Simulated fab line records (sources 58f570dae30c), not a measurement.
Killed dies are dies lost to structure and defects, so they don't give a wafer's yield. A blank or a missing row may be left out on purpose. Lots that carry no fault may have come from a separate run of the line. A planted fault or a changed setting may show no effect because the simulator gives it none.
Problem report, 8D (eight disciplines) form, completed by code -- flow berkeleyCmos170 -- the parts of the form that need people (team, actions taken, sign-off) are left out

1. THE ISSUE
Wafers without a fault read 399.9 sccm, standard deviation 1.2; o2FlowSccm at UCB170_NLDD_STRIP_10 reads a mean of 480.1 sccm on 9 wafers belonging to 3 lots. That puts it +67 standard deviations away from the usual mean.
The step: strips in O2.
First seen on wafer L657.1, day 7 07:48, on plasmaAsher-01. The record holds 45 wafers of 15 lots with a number at this step. Rule for "out", or "out of limits": more than 4 standard deviations from the usual mean. All remaining wafers that have a number are taken as sound.

2. WHAT THIS IS AND IS NOT
question,is,is not
which readings at this step,"o2FlowSccm, stripTimeToEndpointS",drypumpMotorCurrentA
which lots,"L657, L659, L660","L654, L655, L658, L669, L670, L671, L672, L673, L674, L675, L676, L677"
which wafers of those lots,all that have a number,-
read on which tools,plasmaAsher-01,"plasmaAsher-02, plasmaAsher-03"
when,from day 7 07:48,"up to then (6 sound wafers); but 30 sound wafers of L658, L669, L670, L671, L672, L673, L674, L675, L676, L677 came after"

3. WHAT RULES OUT EACH SUSPECT
Counting: a tool at any process step up to the reading remains a suspect when it ran all the lots that are out and ran no sound lot after the first of those.
- plasmaAsher-01 at UCB170_NLDD_STRIP_10 (strips in O2): ruled out as a lasting fault. Following L657 (day 7 07:48), the first lot on it that is out, the sound lots L674, L676, L677 were run on it.
Left after counting: nothing in the record.

4. THE CAUSE (what the simulator had put in)
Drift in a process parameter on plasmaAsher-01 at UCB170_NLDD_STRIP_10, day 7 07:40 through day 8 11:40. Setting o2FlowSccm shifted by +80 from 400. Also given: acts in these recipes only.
Counting ruled it out, wrongly.

5. THE EFFECT CHAIN, in route order
Rows list readings where the struck wafers' mean (over those with a number) sits beyond 3 standard deviations from the usual. Scope: only readings with a usual standard deviation given in the record; hours: median across lots of the time from each lot's start at the first step in this table that gives one to its start at this step; sigmas: change in usual standard deviations.
hours,step,reading,usual,on struck wafers,change,sigmas
0,UCB170_NLDD_STRIP_10,o2FlowSccm,399.9 sccm,480.1,+80.2,+67
0,UCB170_NLDD_STRIP_10,oesProductAu,0.735 a.u.,0.749,+0.014,+3.0
0,UCB170_NLDD_STRIP_10,stripTimeToEndpointS,21.64 s,21.08,-0.56,-9.4
Its process steps:
- UCB170_NLDD_STRIP_10: strips in O2.

6. WHAT WOULD HAVE CAUGHT IT SOONER
0 hours passed between the start of the fault at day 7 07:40 and the first reading out of limits in this record, taken at day 7 07:48.
